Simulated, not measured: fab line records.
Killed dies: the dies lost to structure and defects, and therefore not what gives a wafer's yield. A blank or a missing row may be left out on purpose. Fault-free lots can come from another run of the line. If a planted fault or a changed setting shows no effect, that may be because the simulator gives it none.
fab line records	flow ritCmos
record lots=5	wafers=23
route steps=202 shown ACTIVE@4 NWELL@35 PWELL@41 WELLDRIVE@50 NRETRO@54 GATE@87 NLDD@111 PLDD@115 M1@189
startH: hours from the record's opening day to when the first of the lot's shown wafers began	waitH: how many hours have passed since the lot's step before this one	" as in the row above	L1.1+2: several wafers, shown together as one row	- no value, or no start given	* or withheld: withheld	< > ~ a bound
route shown NAME@n: names a module that has steps shown in the file, with the first one's number in the route	usual: the fault-free wafers' mean and standard deviation	same: alike in all rows	chamber/n: place in a boat	sites: the reading at each site	_std_site: standard deviation across them	_edge_site: outer sites' mean less inner sites'	radiusMm: how far each site lies from the wafer's centre	mask NAME#n: copy n	behind: the last tool/chamber to shape the wafer	hold: why the lot went on hold/how many hours it stayed there/how the hold came to an end	device: the transistor (n, p or np) that didn't switch	end of line: tests run on the same wafers once the route is complete	step lacking rows: just its recipe	killed: not the wafer's yield, but the dies lost to structure and defects at the first sort	map: per-die view of a wafer (x killed, . not killed, _ where there is no die)
set.NAME: the setting as run; set.NAME@STEP: as run at that earlier step	model.NAME: the simulator's own value behind a step, which no gauge read
lots with deliberately changed settings; one table per step, one row per wafer
## steps
# step RIT_ACTIVE_CVD_03
# recipe material=Si3N4	targetThkNm=150	tempC=810	precursor=SiH2Cl2/NH3	timeS=1500	pressureMtorr=300	sih2cl2FlowSccm=60	nh3FlowSccm=150
lot.wafer	tool	chamber	startH	waitH	set.sih2cl2FlowSccm	model.Si3N4_of_ACTIVE_CVD_03.thkNm
L074.2	lpcvd-02	0	12.11	0.0	60	148.6
L074.3	"	0	"	"	60	150.3
L074.4	"	0	"	"	60	149.7
L076.2	-	-	-	0.0	60	152.4
L076.3	"	-	"	"	60	150.6
L076.4	"	-	"	"	60	150.7
L076.5	"	-	"	"	60	153.4
L076.6	"	-	"	"	60	151.3
L077.2	-	-	-	0.0	64.59	152.3
L077.3	"	-	"	"	64.59	151.8
L077.4	"	-	"	"	64.59	152.7
L077.5	"	-	"	"	64.59	153.1
L077.6	"	-	"	"	64.59	151.4
L080.1	-	-	-	0.1	52.41	144.1
L080.3+4	"	-	"	"	52.41	142.8
L080.5	"	-	"	"	52.41	141.9
L080.6	"	-	"	"	52.41	143.3
L084.1	-	-	-	0.1	62.37	152.6
L084.2	"	-	"	"	62.37	153.6
L084.3	"	-	"	"	62.37	153.1
L084.4+5	"	-	"	"	62.37	152.5
# step RIT_NWELL_HARDBAKE_07
# recipe resist=NOVOLAK	tempC=140	timeS=120
lot.wafer	tool	chamber	startH	waitH	set.tempC	model.NOVOLAK_of_NWELL_COAT_01.thkNm
L074.2	lithoTrack-04	0	21.02	0.1	140	1137
L074.3	"	0	"	"	140	1136
L074.4	"	0	"	"	140	1134
L076.2+3+4	lithoTrack-03	0	30.45	0.1	140	1133
L076.5	"	0	"	"	140	1135
L076.6	"	0	"	"	140	1134
L077.2+5	lithoTrack-04	0	35.29	0.1	140	1138
L077.3+6	"	0	"	"	135.9	1145
L077.4	"	0	"	"	140	1136
L080.1	lithoTrack-01	0	50.50	0.0	136.3	1139
L080.3	"	0	"	"	136.3	1134
L080.4	"	0	"	"	136.3	1138
L080.5	"	0	"	"	140	1131
L080.6	"	0	"	"	140	1130
L084.1	lithoTrack-01	0	70.40	0.0	138.5	1132
L084.2+4	"	0	"	"	140	1132
L084.3	"	0	"	"	138.5	1138
L084.5	"	0	"	"	140	1129
# step RIT_PWELL_SOFTBAKE_02
# recipe resist=NOVOLAK	tempC=90	timeS=60
lot.wafer	tool	chamber	startH	waitH	set.tempC
L074.2+3+4	lithoTrack-02	0	21.94	0.1	90
L076.2+4+6	lithoTrack-03	0	31.37	0.1	90
L076.3+5	"	0	"	"	93.68
L077.2+6	lithoTrack-04	0	36.21	0.1	87.52
L077.3+4+5	"	0	"	"	90
L080.1+3+6	lithoTrack-04	0	51.49	0.1	92.96
L080.4+5	"	0	"	"	90
L084.1+3+5	lithoTrack-04	0	71.34	0.1	90
L084.2+4	"	0	"	"	89.06
# step RIT_PWELL_EXPOSE_03
# recipe maskId=M3	na=0.57	targetCdNm=43700	doseMj=250
# step RIT_PWELL_PEB_04
# recipe resist=NOVOLAK	tempC=withheld	timeS=withheld
# step RIT_PWELL_DEVELOP_05
# recipe resist=NOVOLAK	developTimeS=68	devTempC=21.97
lot.wafer	tool	chamber	startH	waitH	set.tempC@PWELL_SOFTBAKE_02	model.NOVOLAK_of_PWELL_COAT_01.thkNm
L074.2	lithoTrack-03	0	-	-	90	1300
L074.3	"	0	"	"	90	1296
L074.4	"	0	"	"	90	1295
L076.2	lithoTrack-03	0	-	-	90	1301
L076.3+5	"	0	"	"	93.68	1288
L076.4	"	0	"	"	90	1298
L076.6	"	0	"	"	90	1302
L077.2	lithoTrack-02	0	-	-	87.52	1305
L077.3+4	"	0	"	"	90	1296
L077.5	"	0	"	"	90	1294
L077.6	"	0	"	"	87.52	1304
L080.1+3	lithoTrack-03	0	-	-	92.96	1287
L080.4	"	0	"	"	90	1297
L080.5	"	0	"	"	90	1298
L080.6	"	0	"	"	92.96	1286
L084.1+3	lithoTrack-03	0	-	-	90	1294
L084.2	"	0	"	"	89.06	1298
L084.4	"	0	"	"	89.06	1302
L084.5	"	0	"	"	90	1302
# step RIT_PWELL_IMPLANT_08
# recipe species=B	energyKev=170	doseCm2=7e+13	tiltDeg=7
lot.wafer	tool	chamber	startH	waitH	set.doseCm2
L074.2+3+4	implanter-03	0	22.93	0.2	7e+13
L076.2+3+5	implanter-01	0	32.23	0.2	7e+13
L076.4+6	"	0	"	"	7.198e+13
L077.2+3+4	implanter-01	0	37.20	0.2	7e+13
L077.5+6	"	0	"	"	7.442e+13
L080.1+5+6	implanter-03	0	52.35	0.2	7.232e+13
L080.3+4	"	0	"	"	7e+13
L084.1+2+4	implanter-03	0	72.42	0.2	7.43e+13
L084.3+5	"	0	"	"	7e+13
# step RIT_PWELL_STRIP_09
# recipe chemistry=O2	timeS=180	resist=NOVOLAK	platenTempC=withheld	powerW=500	pressureMtorr=4000	o2FlowSccm=4000
# step RIT_PWELL_TW_MEAS_10
# usual PWELL_TW=949/3.2
lot.wafer	tool	chamber	startH	waitH	set.doseCm2@PWELL_IMPLANT_08	PWELL_TW
L074.2	filmMetro-04	-	23.24	0.1	7e+13	954
L074.3	"	-	"	"	7e+13	945
L074.4	"	-	"	"	7e+13	948
L076.2	filmMetro-01	-	32.54	0.1	7e+13	952
L076.3	"	-	"	"	7e+13	951
L076.4	"	-	"	"	7.198e+13	956
L076.5	"	-	"	"	7e+13	949
L076.6	"	-	"	"	7.198e+13	961
L077.2	filmMetro-01	-	37.51	0.1	7e+13	955
L077.3	"	-	"	"	7e+13	950
L077.4	"	-	"	"	7e+13	948
L077.5	"	-	"	"	7.442e+13	972
L077.6	"	-	"	"	7.442e+13	973
L080.1	filmMetro-04	-	52.68	0.1	7.232e+13	954
L080.3	"	-	"	"	7e+13	945
L080.4	"	-	"	"	7e+13	947
L080.5	"	-	"	"	7.232e+13	958
L080.6	"	-	"	"	7.232e+13	960
L084.1	filmMetro-04	-	72.75	0.1	7.43e+13	969
L084.2	"	-	"	"	7.43e+13	972
L084.3	"	-	"	"	7e+13	950
L084.4	"	-	"	"	7.43e+13	965
L084.5	"	-	"	"	7e+13	944
# step RIT_WELLDRIVE_ANNEAL_00
# recipe tempC=1100	timeS=14700	ambient=N2
# step RIT_WELLDRIVE_RS_MEAS_02
# recipe thkMeasGauge=four-point-probe
# usual PWELL_RS=429.8/1.2
lot.wafer	tool	chamber	startH	waitH	set.doseCm2@PWELL_IMPLANT_08	PWELL_RS[ohm/sq]
L074.2	filmMetro-03	-	28.51	0.1	7e+13	428.2
L074.3	"	-	"	"	7e+13	429.9
L074.4	"	-	"	"	7e+13	428.0
L076.2	filmMetro-01	-	38.54	0.1	7e+13	428.9
L076.3	"	-	"	"	7e+13	429.8
L076.4	"	-	"	"	7.198e+13	421.3
L076.5	"	-	"	"	7e+13	429.4
L076.6	"	-	"	"	7.198e+13	422.7
L077.2	filmMetro-04	-	42.78	0.1	7e+13	429.4
L077.3	"	-	"	"	7e+13	428.8
L077.4	"	-	"	"	7e+13	429.3
L077.5	"	-	"	"	7.442e+13	413.0
L077.6	"	-	"	"	7.442e+13	413.8
L080.1	filmMetro-04	-	58.09	0.1	7.232e+13	418.5
L080.3	"	-	"	"	7e+13	428.3
L080.4	"	-	"	"	7e+13	428.4
L080.5	"	-	"	"	7.232e+13	419.6
L080.6	"	-	"	"	7.232e+13	420.7
L084.1	filmMetro-03	-	78.01	0.1	7.43e+13	414.5
L084.2	"	-	"	"	7.43e+13	415.5
L084.3	"	-	"	"	7e+13	430.3
L084.4	"	-	"	"	7.43e+13	415.3
L084.5	"	-	"	"	7e+13	431.1
# step RIT_NRETRO_COAT_01
# recipe resist=NOVOLAK	spinRpm=2000	resistThkNm=1300
lot.wafer	tool	chamber	startH	waitH	set.spinRpm	model.NOVOLAK_of_NRETRO_COAT_01.thkNm
L074.2	lithoTrack-03	0	28.79	0.1	2000	1302
L074.3	"	0	"	"	2000	1299
L074.4	"	0	"	"	2000	1298
L076.2	lithoTrack-03	0	38.82	0.1	2000	1306
L076.3	"	0	"	"	2000	1303
L076.4	"	0	"	"	2000	1302
L076.5+6	"	0	"	"	2000	1308
L077.2	lithoTrack-02	0	43.06	0.1	1958	1307
L077.3	"	0	"	"	1958	1304
L077.4+5	"	0	"	"	2000	1291
L077.6	"	0	"	"	2000	1292
L080.1	lithoTrack-02	0	58.36	0.1	2000	1296
L080.3	"	0	"	"	2046	1276
L080.4+5	"	0	"	"	2046	1278
L080.6	"	0	"	"	2000	1294
L084.1+5	lithoTrack-01	0	78.28	0.1	1934	1322
L084.2	"	0	"	"	1934	1324
L084.3	"	0	"	"	2000	1299
L084.4	"	0	"	"	2000	1301
# step RIT_NRETRO_DEVELOP_05
# recipe resist=NOVOLAK	developTimeS=68	devTempC=23
lot.wafer	tool	chamber	startH	waitH	set.developTimeS
L074.2+3+4	lithoTrack-03	0	-	-	68
L076.2+3	lithoTrack-02	0	-	-	68
L076.4+5+6	"	0	"	"	70.72
L077.2+5+6	lithoTrack-02	0	-	-	60.92
L077.3+4	"	0	"	"	68
L080.1+3+4+5+6	lithoTrack-03	0	-	-	68
L084.1+2+3+4+5	lithoTrack-02	0	-	-	68
# step RIT_NRETRO_HARDBAKE_07
# recipe resist=NOVOLAK	tempC=140	timeS=120
lot.wafer	tool	chamber	startH	waitH	set.spinRpm@NRETRO_COAT_01	model.NOVOLAK_of_NRETRO_COAT_01.thkNm
L074.2	lithoTrack-03	0	29.70	0.1	2000	1138
L074.3	"	0	"	"	2000	1136
L074.4	"	0	"	"	2000	1135
L076.2	lithoTrack-02	0	39.60	0.1	2000	1142
L076.3+4	"	0	"	"	2000	1139
L076.5	"	0	"	"	2000	1144
L076.6	"	0	"	"	2000	1143
L077.2	lithoTrack-01	0	43.96	0.1	1958	1143
L077.3	"	0	"	"	1958	1141
L077.4+5	"	0	"	"	2000	1129
L077.6	"	0	"	"	2000	1130
L080.1	lithoTrack-02	0	59.29	0.1	2000	1134
L080.3	"	0	"	"	2046	1116
L080.4+5	"	0	"	"	2046	1118
L080.6	"	0	"	"	2000	1132
L084.1+5	lithoTrack-02	0	79.05	0.0	1934	1156
L084.2	"	0	"	"	1934	1157
L084.3	"	0	"	"	2000	1136
L084.4	"	0	"	"	2000	1138
# step RIT_GATE_COAT_11
# recipe resist=NOVOLAK	spinRpm=4250	resistThkNm=850
lot.wafer	tool	chamber	startH	waitH	set.spinRpm	model.NOVOLAK_of_GATE_COAT_11.thkNm
L074.2	lithoTrack-03	0	35.73	0.1	4250	853.1
L074.3	"	0	"	"	4250	853.6
L074.4	"	0	"	"	4250	849.5
L076.2	lithoTrack-01	0	45.48	0.1	4250	855.6
L076.3+4	"	0	"	"	4389	840.9
L076.5	"	0	"	"	4389	840.4
L076.6	"	0	"	"	4250	853.5
L077.2	lithoTrack-04	0	52.84	0.1	4250	852.8
L077.3	"	0	"	"	4250	852.3
L077.4+5	"	0	"	"	4250	851.3
L077.6	"	0	"	"	4250	854.6
L080.1	lithoTrack-01	0	65.37	0.1	4250	846.2
L080.3	"	0	"	"	4412	834.4
L080.4	"	0	"	"	4412	832.8
L080.5	"	0	"	"	4250	847.8
L080.6	"	0	"	"	4412	835.4
L084.1	lithoTrack-04	0	84.99	0.1	4250	846.9
L084.2	"	0	"	"	4250	845.8
L084.3	"	0	"	"	4250	845.9
L084.4	"	0	"	"	4250	849.3
L084.5	"	0	"	"	4250	848.5
# step RIT_GATE_SOFTBAKE_12
# recipe resist=NOVOLAK	tempC=90	timeS=60
# step RIT_GATE_EXPOSE_13
# recipe maskId=M6	na=0.6	sourceShape=conventional	sigmaOuter=0.6	targetCdNm=150	doseMj=372.2
# step RIT_GATE_HARDBAKE_18
# recipe resist=NOVOLAK	tempC=140	timeS=60
lot.wafer	tool	chamber	startH	waitH	set.spinRpm@GATE_COAT_11	model.NOVOLAK_of_GATE_COAT_11.thkNm
L074.2	lithoTrack-03	0	36.80	0.0	4250	755.1
L074.3	"	0	"	"	4250	755.6
L074.4	"	0	"	"	4250	752.1
L076.2	lithoTrack-03	0	46.46	0.0	4250	757.4
L076.3+4	"	0	"	"	4389	744.6
L076.5	"	0	"	"	4389	744.1
L076.6	"	0	"	"	4250	755.5
L077.2	lithoTrack-04	0	53.82	0.0	4250	755
L077.3	"	0	"	"	4250	754.5
L077.4	"	0	"	"	4250	753.6
L077.5	"	0	"	"	4250	753.7
L077.6	"	0	"	"	4250	756.5
L080.1	lithoTrack-03	0	66.22	0.0	4250	749.2
L080.3	"	0	"	"	4412	738.8
L080.4	"	0	"	"	4412	737.4
L080.5	"	0	"	"	4250	750.6
L080.6	"	0	"	"	4412	739.7
L084.1	lithoTrack-01	0	85.89	0.0	4250	749.8
L084.2	"	0	"	"	4250	748.8
L084.3	"	0	"	"	4250	748.9
L084.4	"	0	"	"	4250	751.9
L084.5	"	0	"	"	4250	751.2
# step RIT_GATE_ETCH_19
# recipe chemistry=SF6/CHF3/O2	timeS=165	SF6_flow_sccm=30	CHF3_flow_sccm=30	O2_flow_sccm=5	target=poly-Si	pressureMtorr=40	rfW=160	targetDepthA=3125	overEtchFrac=0.25	stopOn=SiO2
lot.wafer	tool	chamber	startH	waitH	set.overEtchFrac	set.spinRpm@GATE_COAT_11	model.NOVOLAK_of_GATE_COAT_11.thkNm
L074.2	rieSi-01	1	36.92	0.1	0.25	4250	673.4
L074.3	"	2	"	"	0.25	4250	674.8
L074.4	"	0	"	"	0.25	4250	669.9
L076.2	rieSi-01	0	46.59	0.1	0.1831	4250	679.8
L076.3	"	2	"	"	0.25	4389	663.7
L076.4	"	0	"	"	0.25	4389	662.4
L076.5	"	3	"	"	0.1831	4389	663.4
L076.6	"	2	"	"	0.25	4250	674.3
L077.2	rieSi-02	0	53.95	0.1	0.1754	4250	677.1
L077.3	"	2	"	"	0.25	4250	668.8
L077.4	"	3	"	"	0.1754	4250	677.4
L077.5	"	0	"	"	0.25	4250	671.3
L077.6	"	1	"	"	0.25	4250	675
L080.1	rieSi-02	2	66.37	0.1	0.25	4250	663.3
L080.3	"	0	"	"	0.25	4412	655.8
L080.4	"	3	"	"	0.25	4412	656.5
L080.5	"	3	"	"	0.25	4250	669.2
L080.6	"	2	"	"	0.25	4412	655
L084.1	rieSi-02	2	86.04	0.1	0.25	4250	665.2
L084.2	"	1	"	"	0.2966	4250	664.3
L084.3	"	3	"	"	0.2966	4250	664
L084.4	"	0	"	"	0.2966	4250	665.8
L084.5	"	2	"	"	0.25	4250	666.5
# step RIT_NLDD_IMPLANT_08
# recipe species=P	energyKev=20	doseCm2=5e+14	tiltDeg=7
lot.wafer	tool	chamber	startH	waitH	set.energyKev	model.implant.drpNm
L074.2+3+4	implanter-01	0	42.20	0.1	20	12.97
L076.2+3+5	implanter-01	0	52.03	0.1	20	12.97
L076.4+6	"	0	"	"	18.89	12.53
L077.2+4+6	implanter-03	0	58.83	0.1	19.29	12.69
L077.3+5	"	0	"	"	20	12.97
L080.1+3+4	implanter-01	0	70.79	0.1	20	12.97
L080.5+6	"	0	"	"	19.36	12.72
L084.1+2+3+4+5	implanter-01	0	90.48	0.1	20	12.97
# step RIT_PLDD_COAT_01
# recipe resist=NOVOLAK	spinRpm=3250	resistThkNm=1000
lot.wafer	tool	chamber	startH	waitH	set.spinRpm	model.NOVOLAK_of_PLDD_COAT_01.thkNm
L074.2	lithoTrack-03	0	42.74	0.1	3250	1007
L074.3	"	0	"	"	3250	1003
L074.4	"	0	"	"	3250	1005
L076.2	lithoTrack-03	0	52.57	0.1	3175	1008
L076.3	"	0	"	"	3250	1000
L076.4	"	0	"	"	3250	997.9
L076.5	"	0	"	"	3175	1009
L076.6	"	0	"	"	3175	1010
L077.2	lithoTrack-01	0	59.37	0.1	3250	997.4
L077.3+4	"	0	"	"	3250	1002
L077.5	"	0	"	"	3250	1001
L077.6	"	0	"	"	3250	1003
L080.1	lithoTrack-01	0	71.33	0.1	3010	1040
L080.3	"	0	"	"	3010	1037
L080.4	"	0	"	"	3250	1002
L080.5	"	0	"	"	3250	996.5
L080.6	"	0	"	"	3010	1041
L084.1	lithoTrack-02	0	91.01	0.1	3021	1030
L084.2	"	0	"	"	3250	997.9
L084.3	"	0	"	"	3250	995.9
L084.4	"	0	"	"	3021	1032
L084.5	"	0	"	"	3250	998.1
# step RIT_PLDD_SOFTBAKE_02
# recipe resist=NOVOLAK	tempC=90	timeS=60
# step RIT_PLDD_EXPOSE_03
# recipe maskId=M8	na=0.57	targetCdNm=40900	doseMj=250
# step RIT_PLDD_DEVELOP_05
# recipe resist=NOVOLAK	developTimeS=50	devTempC=23
# step RIT_PLDD_HARDBAKE_07
# recipe resist=NOVOLAK	tempC=140	timeS=60
lot.wafer	tool	chamber	startH	waitH	set.spinRpm@PLDD_COAT_01	model.NOVOLAK_of_PLDD_COAT_01.thkNm
L074.2	lithoTrack-01	0	43.60	0.0	3250	889.5
L074.3	"	0	"	"	3250	886.8
L074.4	"	0	"	"	3250	888.3
L076.2	lithoTrack-02	0	53.43	0.0	3175	890.7
L076.3	"	0	"	"	3250	883.8
L076.4	"	0	"	"	3250	882
L076.5	"	0	"	"	3175	891.7
L076.6	"	0	"	"	3175	892.3
L077.2	lithoTrack-03	0	60.10	0.0	3250	881.4
L077.3	"	0	"	"	3250	885.4
L077.4	"	0	"	"	3250	885.3
L077.5	"	0	"	"	3250	884.4
L077.6	"	0	"	"	3250	886
L080.1	lithoTrack-02	0	72.42	0.1	3010	918.5
L080.3	"	0	"	"	3010	916
L080.4	"	0	"	"	3250	885.8
L080.5	"	0	"	"	3250	880.8
L080.6	"	0	"	"	3010	919.3
L084.1	lithoTrack-03	0	91.75	0.0	3021	909.9
L084.2	"	0	"	"	3250	882
L084.3	"	0	"	"	3250	880.1
L084.4	"	0	"	"	3021	911.4
L084.5	"	0	"	"	3250	882.1
# step RIT_M1_SOFTBAKE_05
# recipe resist=NOVOLAK	tempC=90	timeS=60
lot.wafer	tool	chamber	startH	waitH	set.tempC	model.NOVOLAK_of_M1_COAT_04.thkNm
L074.2	lithoTrack-03	0	54.22	0.1	90	1306
L074.3	"	0	"	"	90	1302
L074.4	"	0	"	"	90	1301
L076.2	lithoTrack-01	0	63.82	0.1	91.36	1299
L076.3	"	0	"	"	91.36	1296
L076.4	"	0	"	"	91.36	1297
L076.5+6	"	0	"	"	90	1304
L077.2	lithoTrack-03	0	70.97	0.1	90	1298
L077.3	"	0	"	"	90	1295
L077.4+5	"	0	"	"	90	1296
L077.6	"	0	"	"	90	1294
L080.1+4	lithoTrack-03	0	82.96	0.1	90	1296
L080.3	"	0	"	"	93.68	1283
L080.5	"	0	"	"	90	1302
L080.6	"	0	"	"	93.68	1280
L084.1+3	lithoTrack-01	0	102.60	0.1	90	1299
L084.2	"	0	"	"	90	1298
L084.4	"	0	"	"	90	1295
L084.5	"	0	"	"	90	1296
# step RIT_M1_PROBE_99
# usual killedAtContacts=0.1/0.28	killedAtFrontEnd=7/3.2	killedDies=7/3.3	killedOpen=3.6/2.1	killedShort=3.3/1.9
# same grossDies=264	killed_at_M0_to_M3=0	killed_at_M4_up=0	killedAtBackSide=0	killedAtOther=0
lot.wafer	tool	chamber	startH	waitH	set.doseCm2@PWELL_IMPLANT_08	killedAtContacts	killedAtFrontEnd	killedDies	killedOpen	killedShort	model.etest.pwell.rsOhmSq	model.etest.pwellPinched.rsOhmSq
L074.2	prober-02	-	59.08	0.1	7e+13	0	7	7	3	4	404.8	449
L074.3	prober-02	-	59.13	0.2	7e+13	1	9	10	6	4	406.5	449.8
L074.4	prober-02	-	59.18	0.2	7e+13	0	11	11	8	3	411.1	451.4
L076.2	prober-02	-	67.23	0.1	7e+13	0	5	5	1	4	417.9	462.2
L076.3	prober-02	-	67.28	0.2	7e+13	0	9	9	4	5	408.8	457.4
L076.4	prober-02	-	67.33	0.2	7.198e+13	0	4	4	3	1	405.4	450.5
L076.5	prober-02	-	67.38	0.2	7e+13	0	15	15	11	4	412.3	459.6
L076.6	prober-02	-	67.43	0.2	7.198e+13	0	13	13	7	6	408.6	457.7
L077.2	prober-01	-	74.49	0.1	7e+13	0	13	13	5	8	418.1	458.7
L077.3	prober-01	-	74.54	0.2	7e+13	0	7	7	4	3	411.8	457.4
L077.4	prober-01	-	74.59	0.2	7e+13	0	7	7	5	2	415.6	462.1
L077.5	prober-01	-	74.64	0.2	7.442e+13	0	7	7	4	3	401.1	440.8
L077.6	prober-01	-	74.69	0.2	7.442e+13	0	9	9	4	5	400.4	439.4
L080.1	prober-02	-	86.33	0.1	7.232e+13	0	5	5	2	3	403.2	447.9
L080.3	prober-02	-	86.43	0.2	7e+13	0	2	2	2	0	412.4	453.7
L080.4	prober-02	-	86.48	0.2	7e+13	0	6	6	3	3	413.5	453.5
L080.5	prober-02	-	86.53	0.2	7.232e+13	1	9	10	5	5	403.8	440.5
L080.6	prober-02	-	86.58	0.2	7.232e+13	0	9	9	4	5	406.1	437.7
L084.1	prober-02	-	106.21	0.1	7.43e+13	0	3	3	1	2	392.9	438.5
L084.2	prober-02	-	106.26	0.1	7.43e+13	0	2	2	0	2	392.5	431.7
L084.3	prober-02	-	106.31	0.2	7e+13	0	3	3	0	3	409.9	451.7
L084.4	prober-02	-	106.36	0.2	7.43e+13	0	5	5	2	3	398.2	430.1
L084.5	prober-02	-	106.41	0.2	7e+13	0	5	5	5	0	411.2	452.1
# killed by level:class
L074.2 ACTIVE:geometricParticle:short=1 FOX1:geometricParticle:open=1 GATE:geometricParticle:open=1 GATE:geometricParticle:short=1 SPACER:geometricParticle:short=1 SPACER:geometricParticle:open=1 SILICIDE:geometricParticle:short=1
L074.3 GATE:geometricParticle:open=3 FOX1:geometricParticle:open=2 GATE:geometricParticle:short=2 SPACER:geometricParticle:open=1 SPACER:geometricParticle:short=1 CONTACT:geometricParticle:short=1
L074.4 GATE:geometricParticle:open=3 REOX:geometricParticle:open=3 REOX:geometricParticle:short=2 FOX1:geometricParticle:open=1 FOX2:geometricParticle:open=1 GATE:geometricParticle:short=1
L076.2 FOX1:geometricParticle:short=1 GATE:geometricParticle:short=1 REOX:geometricParticle:short=1 REOX:geometricParticle:open=1 SPACER:geometricParticle:short=1
L076.3 GATE:geometricParticle:short=3 FOX1:geometricParticle:open=1 GATE:geometricParticle:open=1 REOX:geometricParticle:open=1 SPACER:geometricParticle:short=1 SILICIDE:geometricParticle:open=1 SILICIDE:geometricParticle:short=1
L076.4 FOX1:geometricParticle:open=1 GATE:geometricParticle:open=1 GATE:geometricParticle:short=1 SPACER:geometricParticle:open=1
L076.5 GATE:geometricParticle:open=5 GATE:geometricParticle:short=3 SPACER:geometricParticle:open=3 REOX:geometricParticle:open=2 FOX2:geometricParticle:open=1 REOX:geometricParticle:short=1
L076.6 REOX:geometricParticle:open=3 SILICIDE:geometricParticle:short=3 SILICIDE:geometricParticle:open=2 FOX1:geometricParticle:short=1 FOX2:geometricParticle:short=1 GATE:geometricParticle:open=1 REOX:geometricParticle:short=1 SPACER:geometricParticle:open=1
L077.2 GATE:geometricParticle:open=5 GATE:geometricParticle:short=5 FOX1:geometricParticle:short=1 FOX2:geometricParticle:short=1 SPACER:geometricParticle:short=1
L077.3 GATE:geometricParticle:short=2 FOX1:geometricParticle:open=1 GATE:geometricParticle:open=1 REOX:geometricParticle:open=1 REOX:geometricParticle:short=1 SPACER:geometricParticle:open=1
L077.4 GATE:geometricParticle:open=2 FOX1:geometricParticle:open=1 FOX2:geometricParticle:short=1 REOX:geometricParticle:open=1 SPACER:geometricParticle:open=1 SPACER:geometricParticle:short=1
L077.5 FOX1:geometricParticle:short=2 GATE:geometricParticle:open=2 SPACER:geometricParticle:open=2 REOX:geometricParticle:short=1
L077.6 GATE:geometricParticle:open=3 GATE:geometricParticle:short=2 FOX1:geometricParticle:short=1 REOX:geometricParticle:short=1 SPACER:geometricParticle:short=1 SILICIDE:geometricParticle:open=1
L080.1 GATE:geometricParticle:short=2 REOX:geometricParticle:short=1 REOX:geometricParticle:open=1 SILICIDE:geometricParticle:open=1
L080.3 FOX2:geometricParticle:open=1 GATE:geometricParticle:open=1
L080.4 FOX1:geometricParticle:open=2 SILICIDE:geometricParticle:short=2 REOX:geometricParticle:short=1 SILICIDE:geometricParticle:open=1
L080.5 FOX1:geometricParticle:short=2 REOX:geometricParticle:open=2 FOX2:geometricParticle:open=1 FOX2:geometricParticle:short=1 GATE:geometricParticle:open=1 GATE:geometricParticle:short=1 SILICIDE:geometricParticle:short=1 CONTACT:geometricParticle:open=1
L080.6 GATE:geometricParticle:open=3 GATE:geometricParticle:short=2 FOX1:geometricParticle:short=1 FOX2:geometricParticle:open=1 FOX2:geometricParticle:short=1 SILICIDE:geometricParticle:short=1
L084.1 GATE:geometricParticle:short=1 REOX:geometricParticle:open=1 SPACER:geometricParticle:short=1
L084.2 GATE:geometricParticle:short=1 REOX:geometricParticle:short=1
L084.3 FOX1:geometricParticle:short=1 GATE:geometricParticle:short=1 REOX:geometricParticle:short=1
L084.4 GATE:geometricParticle:short=2 REOX:geometricParticle:open=1 SILICIDE:geometricParticle:open=1 SILICIDE:geometricParticle:short=1
L084.5 GATE:geometricParticle:open=2 FOX2:geometricParticle:open=1 REOX:geometricParticle:open=1 SILICIDE:geometricParticle:open=1
## key
split step=RIT_ACTIVE_CVD_03	setting=sih2cl2FlowSccm	stated=60	by=lot
response step=RIT_ACTIVE_CVD_03	reading=model.Si3N4_of_ACTIVE_CVD_03.thkNm	change=+0.502	per=1%	r=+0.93
split step=RIT_NWELL_HARDBAKE_07	setting=tempC	stated=140	by=wafer
response step=RIT_NWELL_HARDBAKE_07	reading=model.NOVOLAK_of_NWELL_COAT_01.thkNm	change=-2.7	per=1%	r=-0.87
split step=RIT_PWELL_SOFTBAKE_02	setting=tempC	stated=90	by=wafer
response step=RIT_PWELL_DEVELOP_05	reading=model.NOVOLAK_of_PWELL_COAT_01.thkNm	change=-3.2	per=1%	r=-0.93
split step=RIT_PWELL_IMPLANT_08	setting=doseCm2	stated=7e+13	by=wafer
response step=RIT_PWELL_TW_MEAS_10	reading=PWELL_TW	change=+3.35	per=1%	r=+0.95
response step=RIT_WELLDRIVE_RS_MEAS_02	reading=PWELL_RS	change=-2.54	per=1%	r=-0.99
response step=RIT_M1_PROBE_99	reading=model.etest.pwellPinched.rsOhmSq	change=-3	per=1%	r=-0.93
response step=RIT_M1_PROBE_99	reading=model.etest.pwell.rsOhmSq	change=-2.43	per=1%	r=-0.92
split step=RIT_NRETRO_COAT_01	setting=spinRpm	stated=2000	by=wafer
response step=RIT_NRETRO_COAT_01	reading=model.NOVOLAK_of_NRETRO_COAT_01.thkNm	change=-7.07	per=1%	r=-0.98
response step=RIT_NRETRO_HARDBAKE_07	reading=model.NOVOLAK_of_NRETRO_COAT_01.thkNm	change=-6.09	per=1%	r=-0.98
split step=RIT_NRETRO_DEVELOP_05	setting=developTimeS	stated=68	by=wafer
response none clear
split step=RIT_GATE_COAT_11	setting=spinRpm	stated=4250	by=wafer
response step=RIT_GATE_COAT_11	reading=model.NOVOLAK_of_GATE_COAT_11.thkNm	change=-3.73	per=1%	r=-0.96
response step=RIT_GATE_HARDBAKE_18	reading=model.NOVOLAK_of_GATE_COAT_11.thkNm	change=-3.26	per=1%	r=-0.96
response step=RIT_GATE_ETCH_19	reading=model.NOVOLAK_of_GATE_COAT_11.thkNm	change=-3.38	per=1%	r=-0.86
split step=RIT_GATE_ETCH_19	setting=overEtchFrac	stated=0.25	by=wafer
response none clear
split step=RIT_NLDD_IMPLANT_08	setting=energyKev	stated=20	by=wafer
response step=RIT_NLDD_IMPLANT_08	reading=model.implant.drpNm	change=+0.079	per=1%	r=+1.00
split step=RIT_PLDD_COAT_01	setting=spinRpm	stated=3250	by=wafer
response step=RIT_PLDD_COAT_01	reading=model.NOVOLAK_of_PLDD_COAT_01.thkNm	change=-5.03	per=1%	r=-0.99
response step=RIT_PLDD_HARDBAKE_07	reading=model.NOVOLAK_of_PLDD_COAT_01.thkNm	change=-4.4	per=1%	r=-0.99
split step=RIT_M1_SOFTBAKE_05	setting=tempC	stated=90	by=wafer
response step=RIT_M1_SOFTBAKE_05	reading=model.NOVOLAK_of_M1_COAT_04.thkNm	change=-4.16	per=1%	r=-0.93
